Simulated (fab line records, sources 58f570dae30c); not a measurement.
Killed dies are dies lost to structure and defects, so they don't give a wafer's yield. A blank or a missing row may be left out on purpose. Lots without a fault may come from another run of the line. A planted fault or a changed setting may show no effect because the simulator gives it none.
Which tool did it? | flow berkeley_cmos170 | 14 lots, 42 wafers sampled, at 2 steps of a route of 331

WHAT THE GAUGES READ, wafer by wafer
UCB170_CONTACT_THK_MEAS_02.
lot  | measured     | on            | CONTACT_PSG_THK (nm)
L460 | day 6 18:31  | film_metro-02 | 694 696 704
L461 | day 7 07:14  | film_metro-01 | 699 700 698
L462 | day 7 07:14  | film_metro-04 | 701 707 708
L463 | day 7 07:55  | film_metro-01 | 695 693 691
L464 | day 7 16:06  | film_metro-02 | 690 691 696
L465 | day 7 16:33  | film_metro-01 | 692 689 691
L467 | day 7 16:34  | film_metro-02 | 698 699 701
L468 | day 8 09:44  | film_metro-02 | 703 698 704
L472 | day 9 12:01  | film_metro-02 | 692 696 693
L474 | day 10 03:31 | film_metro-02 | 607 609 611
L475 | day 10 11:09 | film_metro-02 | 632 631 627
L477 | day 10 16:40 | film_metro-02 | 713 709 711
L480 | day 11 01:19 | film_metro-02 | 697 697 699
L481 | day 11 12:15 | film_metro-02 | 700 697 693

WHICH TOOL RAN EACH LOT (tool, then ch and the chambers of the sampled wafers, then the start)
lot  | UCB170_CONTACT_CVD_01
L460 | lpcvd-01 ch 1, day 6 16:43
L461 | lpcvd-01 ch 1, day 7 05:26
L462 | lpcvd-01 ch 0, day 7 05:26
L463 | lpcvd-02 ch 1, day 7 06:08
L464 | lpcvd-02 ch 1, day 7 14:18
L465 | lpcvd-01 ch 0, day 7 14:46
L467 | lpcvd-01 ch 0, day 7 14:46
L468 | lpcvd-01 ch 1, day 8 07:56
L472 | lpcvd-02 ch 1, day 9 10:13
L474 | lpcvd-01 ch 0, day 10 01:44
L475 | lpcvd-01 ch 0, day 10 09:21
L477 | lpcvd-02 ch 1, day 10 14:53
L480 | lpcvd-02 ch 0, day 10 23:31
L481 | lpcvd-02 ch 1, day 11 10:28
- UCB170_CONTACT_CVD_01: deposits PSG from SiH4/O2/PH3, target thk 700 nm, time 2820 s.

WHAT THE TOOLS THEMSELVES READ (means of the sampled wafers that have a number; where no wafer has one, the mark that the record gives instead)
UCB170_CONTACT_CVD_01.
lot  | tool     | o2_flow_sccm (sccm) | ph3_flow_sccm (sccm) | spike_tc_centre_C (C) | spike_tc_load_C (C) | spike_tc_source_C (C) | susceptor_temp_C (C)
L460 | lpcvd-01 | 89.67               | 24.99                | 452.4                 | 470                 | 465.8                 | 450.02
L461 | lpcvd-01 | 89.47               | 24.91                | 451.9                 | 469                 | 464.1                 | 450.01
L462 | lpcvd-01 | 90.15               | 24.96                | 453.4                 | 467                 | 472.1                 | 450.00
L463 | lpcvd-02 | 89.95               | 24.93                | 452.1                 | 475                 | 469.4                 | 449.70
L464 | lpcvd-02 | 90.00               | 24.96                | 451.5                 | 475                 | 467.6                 | 450.11
L465 | lpcvd-01 | 89.89               | 24.99                | 452.6                 | 468                 | 470.7                 | 449.89
L467 | lpcvd-01 | 89.86               | 24.95                | 451.7                 | 466                 | 470.2                 | 450.07
L468 | lpcvd-01 | 90.13               | 25.08                | 453.0                 | 470                 | 464.3                 | 449.79
L472 | lpcvd-02 | 90.06               | 25.03                | 451.8                 | 475                 | 468.3                 | 449.92
L474 | lpcvd-01 | 90.41               | 25.00                | 440.8                 | 454                 | 459.0                 | 436.75
L475 | lpcvd-01 | 90.10               | 25.08                | 440.2                 | 454                 | 457.0                 | 436.62
L477 | lpcvd-02 | 90.09               | 24.96                | 451.4                 | 474                 | 467.0                 | 450.09
L480 | lpcvd-02 | 89.84               | 25.05                | 454.1                 | 468                 | 464.7                 | 449.81
L481 | lpcvd-02 | 90.26               | 25.00                | 452.1                 | 475                 | 467.6                 | 449.87

THE ANSWER, worked out from the rows above alone
Rule: what is usual is taken from the lots themselves. Put in order of their means at a reading, lots are off if they are a third of the lots or fewer, leave a main group of 4 or more, and stand apart from it by a gap of 3 or more times the standard deviation of the main group's means; of several such gaps the widest counts. A main group whose means are all the same, to the digits that the tables above print for the reading, isn't used. A lot without any number at a reading at which 4 lots or more have one is off too. The other lots that the step has rows for count as sound. The gauges are gone through in route order, then the tools' own readings, and for those a lot's mean is taken as printed above. The first step at which some lot is off is used, and at that step the reading that is off furthest; a lot without a number counts as furthest.
Off: L474, L475, at UCB170_CONTACT_THK_MEAS_02 (CONTACT_PSG_THK). The main group: mean 698 nm, standard deviation 5.6.
A tool fits if, at a process step before that reading, it ran every lot that is off, and no sound lot after the first of them. The gauges at UCB170_CONTACT_THK_MEAS_02 aren't tried: what is off there is off at UCB170_CONTACT_CVD_01 too, on other tools, and a gauge's error can't cause that. One fits: lpcvd-01 at UCB170_CONTACT_CVD_01. Its last sound lot is L468 (day 8 07:56), its first lot that is off L474 (day 10 01:44): a fault that began between those two fits.
The tool's own readings at UCB170_CONTACT_CVD_01 bear it out: on the lots that are off they differ by more than 5 times the standard deviation of the sound lots' means. spike_tc_centre_C reads 440.5 C there against 452.3 C on the sound lots; spike_tc_load_C reads 454 C there against 471 C on the sound lots; susceptor_temp_C reads 436.69 C there against 449.94 C on the sound lots.

WHAT THE SIMULATOR HAD PUT IN
Process parameter drift: lpcvd-01, from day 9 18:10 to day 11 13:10, at UCB170_CONTACT_CVD_01. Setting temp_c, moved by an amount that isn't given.
Lots struck among those shown: L474, L475. The rule above found the same.
